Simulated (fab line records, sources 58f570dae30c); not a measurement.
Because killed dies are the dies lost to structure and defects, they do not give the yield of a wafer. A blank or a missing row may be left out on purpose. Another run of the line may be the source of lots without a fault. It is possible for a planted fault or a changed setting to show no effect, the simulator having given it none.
A struck lot beside a sound one + flow berkeley-cmos170 + 14 out of 331 route steps
Sound: these wafers, L564.1, L564.2, L564.4. Wafers struck: L577.1, L577.3, L577.5. The cause comes at the end.
Order at every step that has rows: each side's tool, ch and its chambers, its first start. Under that, the readings that differ: sound wafers + struck wafers + difference of the means + sigmas: that difference in standard deviations of wafers without a fault.
alike: words and numbers the same on both sides, and readings whose means are apart by under 2 such deviations; not compared: readings that were withheld, readings missing a value for some wafer, numbers with overlapping values and no deviation given by the record, and bounds like >300 which may hide the same value.
The two part at a step that has a row with sigmas, a row that says differs or no value, or rows on one side only. Numbers that have no deviation but don't overlap get no sigmas and don't part them. Lack of a reading on every wafer of one side parts them only where that side has two or more wafers.

UCB170_M2_METAL_ETCH_18: etches Al in Cl2/BCl3, stops on SiO2, target depth 1170 nm, time 195 s.
  sound on rie-metal-02 ch 0,1, day 9 02:00; struck on rie-metal-04 ch 1, day 12 02:58
  alike: chamber-pressure-mTorr, drypump-motor-current-A, oes-product-au, throttle-valve-pct
  not compared: rf-hours-counter-h
UCB170_M2_STRIP_19: strips in O2.
  sound on plasma-asher-03 ch 0,1, day 9 02:11; struck on plasma-asher-02 ch 0, day 12 03:08
  alike: chamber-pressure-mTorr, drypump-motor-current-A, oes-product-au
  not compared: rf-hours-counter-h
UCB170_M2_CD_MEAS_90 targets a cd of 700 nm.
  sound on cd-sem-01, day 9 02:17; struck on cd-sem-02, day 12 03:14
  alike: cd-nm
UCB170_V2_CVD_00: deposits SiO2 from TEOS/O2, target thk 2000 nm, time 250 s.
  sound on pecvd-01 ch 0,1,2, day 9 02:24; struck on pecvd-03 ch 0,1,2, day 12 03:22
  alike: heater-power-w
UCB170_V2_THK_MEAS_01:
  sound on film-metro-04, day 9 02:34; struck on film-metro-04, day 12 03:32
  alike: V2_TEOS_THK
UCB170_V2_CMP_02: polishes SiO2.
  sound on cmp-01 ch 0,1,2, day 9 02:37; struck on cmp-01 ch 0,1,3, day 12 03:41
  alike: motor-current-A
UCB170_V2_BOW_MEAS_03:
  sound on film-metro-04, day 9 02:55; struck on film-metro-01, day 12 03:53
  alike: V2_BOW
UCB170_V2_THK_MEAS_04:
  sound on film-metro-04, day 9 03:02; struck on film-metro-01, day 12 04:01
  alike: V2_POLISHED_THK
then, 4 steps without rows for these wafers: UCB170_V2_CLEAN_05 (cleans in DIW); UCB170_V2_HMDS_06 (prime time 60 s); UCB170_V2_COAT_07 (resist thk 900 nm); UCB170_V2_SOFTBAKE_08 (time 60 s).
UCB170_V2_EXPOSE_09: exposes mask VIA2, target cd 700 nm.
  struck on krf-scanner-02, day 12 04:54; sound on krf-scanner-01 ch 0, day 9 03:43
  no value came back on the struck wafers for exposure-dose-mJ-cm2, focus-offset-nm (nm); on the sound wafers exposure-dose-mJ-cm2 reads 37.17 37.21 37.19
  alike: mask
after that, 1 step had no rows for these wafers: UCB170_V2_PEB_10.

== WHERE THEY PART ==
Only at UCB170_V2_EXPOSE_09, as far as this record shows.

WHY: whatever the simulator had introduced
Whole step skipped at UCB170_V2_EXPOSE_09 on krf-scanner-02, starting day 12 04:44. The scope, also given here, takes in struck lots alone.
